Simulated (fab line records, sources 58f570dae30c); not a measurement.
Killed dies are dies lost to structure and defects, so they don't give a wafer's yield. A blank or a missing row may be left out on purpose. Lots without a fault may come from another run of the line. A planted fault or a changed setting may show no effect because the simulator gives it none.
Chamber matching | flow berkeley_cmos170 | UCB170_SILICIDE_WET_ETCH_05 on wet_bench-02: 4 sister chambers
The step etches Ti in SPM, time 45 s. 4 wafers are shown with their chamber, then 8 later ones without.

WAFERS WITH THEIR CHAMBER
wafer  | chamber | bath_guard_temp_C (C)
L454.5 | 2       | 120.4
L464.6 | 3       | 120.4
L473.6 | 1       | 120.0
L476.1 | 0       | 119.8

WAFERS WITHOUT THEIR CHAMBER
wafer  | bath_guard_temp_C (C)
L476.2 | 119.7
L476.4 | 120.1
L477.1 | 120.3
L477.3 | 119.9
L477.6 | 120.2
L475.1 | 119.4
L475.3 | 119.9
L475.6 | 120.1

WHICH CHAMBER EACH WENT THROUGH
wafer  | from the rows above               | in truth
L476.2 | can't be placed: 0 or 1           | 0
L476.4 | can't be placed: 1 or 0 or 2 or 3 | 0
L477.1 | can't be placed: 2 or 3 or 1      | 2
L477.3 | can't be placed: 1 or 0           | 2
L477.6 | can't be placed: 1 or 2 or 3 or 0 | 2
L475.1 | can't be placed: 0 or 1           | 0
L475.3 | can't be placed: 1 or 0           | 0
L475.6 | can't be placed: 1 or 0 or 2 or 3 | 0
Placed correctly: 0 of 8. Can't be placed from these rows: 8 (the true chamber is among the candidates in 7). Placed wrongly: 0.
How it was worked out, from the rows above alone: a wafer's distance from a chamber is the root of the sum, over the readings, of the square of ((its reading less the chamber's mean) divided by the reading's scatter). The wafer belongs to the nearest chamber; if the next one is less than 2 further off, it can't be placed. A chamber's mean is the mean of its shown wafers. The scatter: with one shown wafer a chamber, the root of the mean of the squares of how far each hidden wafer lies from its nearest shown one.
